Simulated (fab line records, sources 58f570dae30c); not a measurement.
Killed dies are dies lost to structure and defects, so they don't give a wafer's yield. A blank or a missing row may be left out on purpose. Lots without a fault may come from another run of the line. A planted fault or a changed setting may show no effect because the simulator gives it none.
fab line records | flow berkeley_cmos170 | part 1 of 2: steps 1 to 30 of 44
record lots=5 wafers=15 last_day=12
route steps=331 shown PWELL@47 WELLDRIVE@55 ACTIVE@60 PFIELD@79 FIELD@89
lots that met no fault: from a run of the same line without faults
start_h: hours from the record's first day to the start of the lot's first wafer shown | wait_h: hours since the lot's step before | " the same as in the row above | L1.1+2: a row that stands for several wafers | - no value, or no start given | * or withheld: withheld | < > ~ a bound
route shown NAME@n: a module of which the file shows steps, and the number in the route of the first | usual: mean/standard deviation of fault-free wafers | same: alike in all rows | chamber/n: place in a boat | sites: the reading at each site | _std_site: their standard deviation | _edge_site: outer sites' mean less inner sites' | radius_mm: how far each site lies from the wafer's centre | mask NAME#n: copy n | behind: the tool/chamber that last shaped the wafer | hold: why the lot was held/for how many hours/how that ended | device: the transistor (n, p or np) that didn't switch | end of line: the same wafers' tests at the end of the route | a step without rows: its recipe alone | killed: dies lost to structure and defects at the first sort, not the wafer's yield | map: a wafer's dies, x killed, . not, _ none there
set.NAME: the setting as run; set.NAME@STEP: as run at that earlier step | model.NAME: the simulator's own value behind a step, which no gauge read
lots at some steps of the route; a table a step, a row a wafer
services: from which hour (start_h, from the record's first day; less than 0 if before it) a tool's chamber was out of use, for how many hours, and why
## steps
# step UCB170_PWELL_OVL_MEAS_13
# usual PWELL_OVL=-3/5.1
# columns lot.wafer tool chamber start_h wait_h PWELL_OVL[nm]
L077.1 overlay-02 - 77.40 - 0
L077.4 " - " " -8
L077.5 " - " " -4
L079.2 overlay-02 - 85.21 - -6
L079.3 " - " " 1
L079.6 " - " " -5
L084.4 overlay-02 - 110.66 - -3
L084.5 " - " " 2
L084.6 " - " " -6
L090.1 overlay-01 - 150.65 - -3
L090.5 " - " " 2
L090.6 " - " " 0
L091.2 overlay-02 - 151.02 - -3
L091.4 " - " " -2
L091.6 " - " " 4
# step UCB170_PWELL_ETCH_14
# recipe chemistry=CH3F/Ar/O2 target=Si3N4 stop_on=SiO2 CH3F_flow_sccm=20 Ar_flow_sccm=50 O2_flow_sccm=7 pressure_mtorr=50 rf_w=450 target_depth_a=2420 over_etch_frac=0.1 time_s=151
# usual O2_flow_sccm=7.000/0.022 drypump_motor_current_A=5.7/0.51 mfc_ar_sccm=50.00/0.14 oes_product_au=0.941/0.017 throttle_valve_pct=8.06/0.096
# columns lot.wafer tool chamber start_h wait_h O2_flow_sccm drypump_motor_current_A mfc_ar_sccm oes_product_au rf_hours_counter_h throttle_valve_pct
L077.1 rie_diel-04 0 77.44 0.0 6.994 5.6 50.03 0.967 11 8.23
L077.4 " 3 " " 7.018 5.6 50.05 0.929 108 8.03
L077.5 " 2 " " 7.006 5.1 50.08 0.954 - 8.11
L079.2 rie_diel-01 1 85.24 0.0 6.982 5.4 50.35 0.940 35 8.13
L079.3 " 3 " " 7.005 6.6 50.23 0.938 58 8.12
L079.6 " 2 " " 7.022 6.0 49.89 0.926 - 8.20
L084.4 rie_diel-03 0 110.68 0.0 6.970 5.3 49.91 0.918 127 7.99
L084.5 " 2 " " 7.011 5.6 49.93 0.955 - 7.87
L084.6 " 3 " " 7.005 6.0 50.17 0.922 - 7.92
L090.1 rie_diel-01 3 150.69 0.0 7.016 6.6 50.02 0.931 60 8.12
L090.5 " 3 " " 7.035 6.6 50.01 0.936 - 8.12
L090.6 " 0 " " 6.976 5.3 49.85 0.952 - 8.01
L091.2 rie_diel-03 2 151.05 0.0 7.011 5.5 49.76 0.952 77 7.87
L091.4 " 0 " " 7.019 5.3 50.05 0.913 - 7.96
L091.6 " 1 " " 6.968 5.0 50.03 0.929 - 8.07
# step UCB170_PWELL_IMPLANT_15
# recipe species=B dose_cm2=5e+12 energy_kev=60 tilt_deg=7
# usual beam_energy_keV=59.998/0.018
# columns lot.wafer tool chamber start_h wait_h beam_energy_keV
L077.1 implanter-03 0 77.54 0.1 59.997
L077.4 " 0 " " 60.011
L077.5 " 0 " " 60.007
L079.2 implanter-03 0 85.37 0.1 59.991
L079.3 " 0 " " 60.018
L079.6 " 0 " " 60.019
L084.4 implanter-01 0 110.86 0.1 60.008
L084.5 " 0 " " 59.999
L084.6 " 0 " " 60.006
L090.1 implanter-03 0 150.79 0.1 59.990
L090.5 " 0 " " 60.002
L090.6 " 0 " " 60.007
L091.2 implanter-01 0 151.18 0.1 59.976
L091.4 " 0 " " 60.003
L091.6 " 0 " " 59.940
# step UCB170_PWELL_STRIP_16
# recipe chemistry=O2 power_w=400 pressure_mtorr=3500 platen_temp_c=withheld o2_flow_sccm=400 overash_fraction=0.5
# usual drypump_motor_current_A=5.66/0.26 oes_product_au=0.721/0.0046 strip_time_to_endpoint_s=18.08/0.091
# same overash_fraction=0.5
# columns lot.wafer tool chamber start_h wait_h drypump_motor_current_A oes_product_au rf_hours_counter_h strip_time_to_endpoint_s
L077.1 plasma_asher-03 1 77.69 0.1 5.97 0.721 36 18.24
L077.4 " 0 " " 5.97 0.723 - 18.10
L077.5 " 0 " " 5.95 0.713 - 18.11
L079.2 plasma_asher-03 1 85.49 0.1 6.01 0.728 37 18.05
L079.3 " 1 " " 6.00 0.727 - 18.03
L079.6 " 1 " " 6.01 0.731 - 18.07
L084.4 plasma_asher-01 1 110.97 0.1 5.32 0.721 - 18.00
L084.5 " 0 " " 5.33 0.722 - 18.01
L084.6 " 1 " " 5.35 0.716 - 18.08
L090.1 plasma_asher-02 0 150.94 0.1 5.62 0.719 42 18.05
L090.5 " 1 " " 5.55 0.715 - 18.07
L090.6 " 0 " " 5.65 0.718 - 18.21
L091.2 plasma_asher-03 0 151.30 0.1 5.97 0.719 2 18.05
L091.4 " 1 " " 5.99 0.725 - 17.99
L091.6 " 1 " " 6.00 0.715 - 18.01
# step UCB170_PWELL_TW_MEAS_17
# usual PWELL_TW=377/3.5
# columns lot.wafer tool chamber start_h wait_h PWELL_TW
L077.1 film_metro-04 - 77.80 0.1 374
L077.4 " - " " 375
L077.5 " - " " 377
L079.2 film_metro-02 - 85.60 0.1 379
L079.3 " - " " 379
L079.6 " - " " 383
L084.4 film_metro-01 - 111.06 0.1 372
L084.5 " - " " 372
L084.6 " - " " 373
L090.1 film_metro-02 - 151.04 0.1 379
L090.5 " - " " 378
L090.6 " - " " 379
L091.2 film_metro-04 - 151.41 0.1 384
L091.4 " - " " 381
L091.6 " - " " 382
# step UCB170_PWELL_CLEAN_18
# recipe chemistry=SPM temp_c=120 time_s=600
# columns lot.wafer tool chamber start_h wait_h
L077.1+4+5 wet_bench-01 1 78.47 0.7
L079.2+3+6 wet_bench-01 0 85.65 0.0
L084.4+5+6 wet_bench-03 1 111.09 0.0
L090.1+5+6 wet_bench-01 1 151.10 0.1
L091.2+4+6 wet_bench-02 1 151.46 0.0
# step UCB170_PWELL_WET_ETCH_19
# recipe chemistry=H3PO4 target=Si3N4 temp_c=160 time_s=14400
# columns lot.wafer tool chamber start_h wait_h
L077.1+4+5 wet_bench-01 2 78.65 0.0
L079.2+3+6 wet_bench-01 0 85.85 0.0
L084.4+5+6 wet_bench-01 0 111.27 0.0
L090.1+5+6 wet_bench-03 3 151.27 0.0
L091.2+4+6 wet_bench-01 3 151.66 0.0
# step UCB170_PWELL_WET_ETCH_20
# recipe chemistry=BOE dilution=5:1 target=SiO2 temp_c=25 time_s=22
# columns lot.wafer tool chamber start_h wait_h
L077.1+4+5 wet_bench-03 1 82.66 0.0
L079.2+3+6 wet_bench-01 3 90.22 0.0
L084.4+5+6 wet_bench-03 1 115.38 0.1
L090.1+5+6 wet_bench-01 2 155.66 0.4
L091.2+4+6 wet_bench-01 2 155.85 0.2
# step UCB170_WELLDRIVE_CLEAN_00
# recipe chemistry=SPM temp_c=120 time_s=600
# columns lot.wafer tool chamber start_h wait_h
L077.1+4+5 wet_bench-01 3 82.68 0.0
L079.2+3+6 wet_bench-01 1 90.23 0.0
L084.4+5+6 wet_bench-03 0 115.39 0.0
L090.1+5+6 wet_bench-01 0 155.87 0.2
L091.2+4+6 wet_bench-01 2 156.22 0.3
# step UCB170_WELLDRIVE_OXIDATION_01
# recipe temp_c=1100 ambient=O2 target_thk_a=1990 ox_time_s=9000
# usual ox_temp_c=1100.1/0.41
# columns lot.wafer tool chamber start_h wait_h ox_temp_c
L077.1 furnace-01 0 86.92 4.1 1099.9
L077.4 " 0 " " 1100.2
L077.5 " 0 " " 1100.7
L079.2 furnace-04 0 94.38 4.0 1099.8
L079.3 " 0 " " 1099.3
L079.6 " 0 " " 1100.6
L084.4 furnace-04 0 119.16 3.6 1100.7
L084.5 " 0 " " 1100.4
L084.6 " 0 " " 1100.0
L090.1 furnace-04 0 158.69 2.6 1099.8
L090.5 " 0 " " 1099.9
L090.6 " 0 " " 1099.5
L091.2 furnace-04 0 158.69 2.3 1099.7
L091.4 " 0 " " 1099.6
L091.6 " 0 " " 1099.9
# step UCB170_WELLDRIVE_THK_MEAS_02
# recipe reads=SiO2_of_WELLDRIVE_OXIDATION_01
# usual WELLDRIVE_OXIDE_THK=199/3.8
# columns lot.wafer tool chamber start_h wait_h WELLDRIVE_OXIDE_THK[nm]
L077.1 film_metro-03 - 90.42 0.0 200
L077.4 " - " " 202
L077.5 " - " " 201
L079.2 film_metro-04 - 97.89 0.0 198
L079.3 " - " " 197
L079.6 " - " " 196
L084.4 film_metro-04 - 122.69 0.0 199
L084.5 " - " " 198
L084.6 " - " " 198
L090.1 film_metro-03 - 162.19 0.0 200
L090.5 " - " " 196
L090.6 " - " " 196
L091.2 film_metro-01 - 162.20 0.0 203
L091.4 " - " " 201
L091.6 " - " " 197
# step UCB170_WELLDRIVE_ANNEAL_03
# recipe temp_c=1100 time_s=900 ambient=N2
# columns lot.wafer tool chamber start_h wait_h
L077.1+4+5 furnace-01 0 95.60 5.2
L079.2+3+6 furnace-01 0 103.95 6.1
L084.4+5+6 furnace-04 0 127.16 4.5
L090.1+5+6 furnace-04 0 164.79 2.6
L091.2+4+6 furnace-04 0 164.79 2.6
# step UCB170_WELLDRIVE_WET_ETCH_04
# recipe chemistry=BOE dilution=5:1 target=SiO2 temp_c=25 time_s=120
# columns lot.wafer tool chamber start_h wait_h
L077.1+4+5 wet_bench-01 0 96.85 0.0
L079.2+3+6 wet_bench-02 1 105.38 0.2
L084.4+5+6 wet_bench-02 0 129.29 0.9
L090.1+5+6 wet_bench-02 2 166.04 0.0
L091.2+4+6 wet_bench-02 3 166.04 0.0
# step UCB170_ACTIVE_CLEAN_00
# recipe chemistry=SPM temp_c=120 time_s=600
# columns lot.wafer tool chamber start_h wait_h
L077.1+4+5 wet_bench-01 1 96.90 0.0
L079.2+3+6 wet_bench-03 3 107.42 2.0
L084.4+5+6 wet_bench-02 1 129.35 0.0
L090.1+5+6 wet_bench-02 1 166.15 0.1
L091.2+4+6 wet_bench-02 0 166.15 0.1
# step UCB170_ACTIVE_CLEAN_01
# recipe chemistry=dHF dilution=25:1 time_s=60
# columns lot.wafer tool chamber start_h wait_h
L077.1+4+5 wet_bench-01 1 97.16 0.1
L079.2+3+6 wet_bench-03 0 107.61 0.0
L084.4+5+6 wet_bench-02 2 129.73 0.2
L090.1+5+6 wet_bench-03 0 166.32 0.0
L091.2+4+6 wet_bench-03 2 166.32 0.0
# step UCB170_ACTIVE_OXIDATION_02
# recipe temp_c=1000 ambient=O2 target_thk_a=264 ox_time_s=1260
# usual ox_temp_c=1000.1/0.38
# columns lot.wafer tool chamber start_h wait_h ox_temp_c
L077.1 furnace-01 0 102.60 5.4 1000.3
L077.4 " 0 " " 1000.5
L077.5 " 0 " " 1000.6
L079.2 furnace-04 0 112.48 4.8 1000.3
L079.3 " 0 " " 999.8
L079.6 " 0 " " 1000.6
L084.4 furnace-01 0 139.02 9.3 1000.6
L084.5 " 0 " " 999.9
L084.6 " 0 " " 1000.1
L090.1 furnace-02 0 172.04 5.7 1000.4
L090.5 " 0 " " 999.6
L090.6 " 0 " " 999.8
L091.2 furnace-02 0 172.04 5.7 999.6
L091.4 " 0 " " 1000.1
L091.6 " 0 " " 999.7
# step UCB170_ACTIVE_THK_MEAS_03
# recipe reads=SiO2_of_ACTIVE_OXIDATION_02
# usual ACTIVE_OXIDE_THK=26.4/0.57
# columns lot.wafer tool chamber start_h wait_h ACTIVE_OXIDE_THK[nm]
L077.1 film_metro-02 - 103.95 0.0 25.8
L077.4 " - " " 25.8
L077.5 " - " " 26.4
L079.2 film_metro-04 - 113.84 0.0 25.9
L079.3 " - " " 26.1
L079.6 " - " " 26.2
L084.4 film_metro-02 - 140.40 0.0 26.5
L084.5 " - " " 26.5
L084.6 " - " " 26.4
L090.1 film_metro-03 - 173.39 0.0 27.6
L090.5 " - " " 27.3
L090.6 " - " " 27.3
L091.2 film_metro-04 - 173.41 0.0 26.7
L091.4 " - " " 26.6
L091.6 " - " " 26.5
# step UCB170_ACTIVE_ANNEAL_04
# recipe temp_c=1000 time_s=900 ambient=N2
# columns lot.wafer tool chamber start_h wait_h
L077.1+4+5 furnace-02 0 109.96 6.0
L079.2+3+6 furnace-04 0 117.91 4.1
L084.4+5+6 furnace-04 0 147.77 7.4
L090.1+5+6 furnace-01 0 177.64 4.2
L091.2+4+6 furnace-01 0 177.64 4.2
# step UCB170_ACTIVE_CVD_05
# recipe material=Si3N4 target_thk_nm=220 temp_c=800 precursor=SiH2Cl2/NH3 time_s=3300 pressure_mtorr=200 sih2cl2_flow_sccm=25 nh3_flow_sccm=75
# columns lot.wafer tool chamber start_h wait_h
L077.1+4+5 lpcvd-01 0 111.21 0.0
L079.2+3+6 lpcvd-01 1 119.16 0.0
L084.4+5+6 lpcvd-02 0 151.69 2.7
L090.1+5+6 lpcvd-02 0 179.12 0.2
L091.2+4+6 lpcvd-02 1 179.12 0.2
# step UCB170_ACTIVE_THK_MEAS_06
# recipe reads=Si3N4_of_ACTIVE_CVD_05
# usual ACTIVE_NITRIDE_THK=218.4/2
# columns lot.wafer tool chamber start_h wait_h ACTIVE_NITRIDE_THK[nm]
L077.1 film_metro-04 - 113.13 0.0 220.2
L077.4 " - " " 220.0
L077.5 " - " " 220.3
L079.2 film_metro-02 - 121.15 0.1 215.7
L079.3 " - " " 216.4
L079.6 " - " " 216.4
L084.4 film_metro-03 - 153.63 0.0 216.7
L084.5 " - " " 218.6
L084.6 " - " " 217.9
L090.1 film_metro-04 - 181.04 0.0 220.5
L090.5 " - " " 218.3
L090.6 " - " " 222.2
L091.2 film_metro-02 - 181.05 0.0 222.3
L091.4 " - " " 223.0
L091.6 " - " " 221.8
# step UCB170_ACTIVE_HMDS_07
# recipe prime_time_s=60 prime_temp_c=100
# columns lot.wafer tool chamber start_h wait_h
L077.1+4+5 litho_track-01 0 113.42 0.3
L079.2+3+6 litho_track-03 0 121.74 0.6
L084.4+5+6 litho_track-01 0 153.74 0.1
L091.2+4+6 litho_track-01 0 181.31 0.3
L090.1+5+6 litho_track-02 0 181.65 0.6
# step UCB170_ACTIVE_COAT_08
# recipe resist=KrF spin_rpm=1500 resist_thk_nm=900
# columns lot.wafer tool chamber start_h wait_h
L077.1+4+5 litho_track-01 0 113.57 0.1
L079.2+3+6 litho_track-03 0 121.89 0.1
L084.4+5+6 litho_track-01 0 153.89 0.1
L091.2+4+6 litho_track-01 0 181.46 0.1
L090.1+5+6 litho_track-02 0 181.80 0.1
# step UCB170_ACTIVE_SOFTBAKE_09
# recipe resist=KrF temp_c=130 time_s=60
# columns lot.wafer tool chamber start_h wait_h
L077.1+4+5 litho_track-01 0 113.72 0.1
L079.2+3+6 litho_track-03 0 122.04 0.1
L084.4+5+6 litho_track-01 0 154.04 0.1
L091.2+4+6 litho_track-01 0 181.61 0.1
L090.1+5+6 litho_track-02 0 181.95 0.1
# step UCB170_ACTIVE_EXPOSE_10
# recipe mask_id=ACTIVE target_cd_nm=1200 na=0.5 sigma_outer=0.6 source_shape=conventional dose_mj=20
# same sigma_outer=0.6
# columns lot.wafer tool chamber start_h wait_h mask
L077.1+4+5 krf_scanner-01 0 114.03 0.3 ACTIVE#0
L079.2+3+6 krf_scanner-02 0 122.49 0.4 ACTIVE#0
L084.4+5+6 krf_scanner-02 0 154.30 0.2 ACTIVE#0
L091.2+4+6 krf_scanner-01 0 - - ACTIVE#0
L090.1+5+6 krf_scanner-01 0 - - ACTIVE#0
# step UCB170_ACTIVE_PEB_11
# recipe peb_temp_c=130 peb_time_s=withheld resist=KrF
# columns lot.wafer tool chamber start_h wait_h
L077.1+4+5 litho_track-02 0 114.15 0.1
L079.2+3+6 litho_track-02 0 122.85 0.3
L084.4+5+6 litho_track-01 0 154.64 0.3
L091.2+4+6 litho_track-03 0 - -
L090.1+5+6 litho_track-03 0 - -
# step UCB170_ACTIVE_DEVELOP_12
# recipe developer=TMAH develop_time_s=45 resist=KrF dev_temp_c=21
# columns lot.wafer tool chamber start_h wait_h
L077.1+4+5 litho_track-02 0 - -
L079.2+3+6 litho_track-02 0 - -
L084.4+5+6 litho_track-01 0 - -
L091.2+4+6 litho_track-03 0 - -
L090.1+5+6 litho_track-03 0 - -
# step UCB170_ACTIVE_CD_MEAS_13
# recipe target_cd_nm=1200
# usual cd_nm=1199.5/1.4
# columns lot.wafer tool chamber start_h wait_h cd_nm
L077.1 cd_sem-01 - 114.43 - 1200.3
L077.4 " - " " 1200.8
L077.5 " - " " 1199.6
L079.2 cd_sem-02 - 123.12 - 1197.9
L079.3 " - " " 1197.5
L079.6 " - " " 1198.4
L084.4 cd_sem-01 - 154.90 - 1200.5
L084.5 " - " " 1199.5
L084.6 " - " " 1200.8
L091.2 cd_sem-01 - 183.45 - 1201.3
L091.4 " - " " 1201.1
L091.6 " - " " 1202.3
L090.1 cd_sem-02 - 183.70 - 1200.6
L090.5 " - " " 1200.6
L090.6 " - " " 1201.5
# step UCB170_ACTIVE_OVL_MEAS_14
# usual ACTIVE_OVL=1/5.7
# columns lot.wafer tool chamber start_h wait_h ACTIVE_OVL[nm]
L077.1 overlay-02 - 114.55 0.1 0
L077.4 " - " " -1
L077.5 " - " " -1
L079.2 overlay-01 - 123.22 0.1 -6
L079.3 " - " " -9
L079.6 " - " " -6
L084.4 overlay-01 - 154.97 0.1 -2
L084.5 " - " " -11
L084.6 " - " " -1
L091.2 overlay-01 - 183.55 0.1 -6
L091.4 " - " " 1
L091.6 " - " " -4
L090.1 overlay-01 - 183.82 0.1 5
L090.5 " - " " 6
L090.6 " - " " 5
# step UCB170_ACTIVE_ETCH_15
# recipe chemistry=CH3F/Ar/O2 target=Si3N4 stop_on=SiO2 CH3F_flow_sccm=20 Ar_flow_sccm=50 O2_flow_sccm=7 pressure_mtorr=50 rf_w=450 target_depth_a=2420 over_etch_frac=0.1 time_s=151
# usual O2_flow_sccm=7.000/0.021 drypump_motor_current_A=5.6/0.52 mfc_ar_sccm=50.01/0.16 oes_product_au=0.935/0.018 throttle_valve_pct=8.07/0.1
# columns lot.wafer tool chamber start_h wait_h O2_flow_sccm drypump_motor_current_A mfc_ar_sccm oes_product_au rf_hours_counter_h throttle_valve_pct
L077.1 rie_diel-03 1 114.58 0.0 7.009 5.0 49.96 0.939 130 8.06
L077.4 " 2 " " 7.005 5.6 49.79 0.970 75 7.86
L077.5 " 2 " " 7.039 5.5 49.73 0.950 - 7.87
L079.2 rie_diel-03 2 123.25 0.0 6.996 5.5 49.89 0.947 75 7.86
L079.3 " 1 " " 6.965 5.1 50.18 0.925 131 8.07
L079.6 " 0 " " 7.025 5.3 50.05 0.899 - 7.98
L084.4 rie_diel-01 2 154.99 0.0 6.983 6.0 50.19 0.926 69 8.19
L084.5 " 1 " " 6.956 5.4 50.12 0.934 - 8.12
L084.6 " 2 " " 6.983 6.0 49.99 0.935 - 8.20
L091.2 rie_diel-01 3 183.58 0.0 6.984 6.6 50.23 0.946 62 8.12
L091.4 " 2 " " 7.003 6.0 50.07 0.944 70 8.21
L091.6 " 2 " " 6.973 6.0 50.08 0.935 - 8.22
L090.1 rie_diel-02 2 183.86 0.0 6.983 5.0 50.02 0.955 10 8.08
L090.5 " 2 " " 7.001 5.0 50.13 0.950 - 8.08
L090.6 " 3 " " 7.010 5.0 49.90 0.940 - 8.25
# step UCB170_ACTIVE_STRIP_16
# recipe chemistry=O2 power_w=400 pressure_mtorr=3500 platen_temp_c=withheld o2_flow_sccm=400 overash_fraction=0.5
# usual drypump_motor_current_A=5.36/0.16 oes_product_au=0.721/0.0046 strip_time_to_endpoint_s=18.05/0.093
# same overash_fraction=0.5
# columns lot.wafer tool chamber start_h wait_h drypump_motor_current_A oes_product_au rf_hours_counter_h strip_time_to_endpoint_s
L077.1 plasma_asher-04 0 114.68 0.1 5.09 0.718 38 18.02
L077.4 " 1 " " 5.24 0.726 - 18.02
L077.5 " 0 " " 5.09 0.723 - 18.04
L079.2 plasma_asher-04 1 123.35 0.1 5.22 0.718 39 18.10
L079.3 " 0 " " 5.07 0.720 - 18.04
L079.6 " 0 " " 5.07 0.725 - 18.09
L084.4 plasma_asher-02 1 155.13 0.1 5.51 0.715 - 18.11
L084.5 " 0 " " 5.62 0.718 - 18.04
L084.6 " 1 " " 5.53 0.718 - 18.08
L091.2 plasma_asher-02 0 183.68 0.1 5.59 0.722 45 18.10
L091.4 " 1 " " 5.52 0.724 - 18.08
L091.6 " 0 " " 5.58 0.721 - 18.06
L090.1 plasma_asher-01 0 183.96 0.1 5.33 0.719 38 18.15
L090.5 " 1 " " 5.33 0.731 - 18.12
L090.6 " 0 " " 5.35 0.722 - 18.18
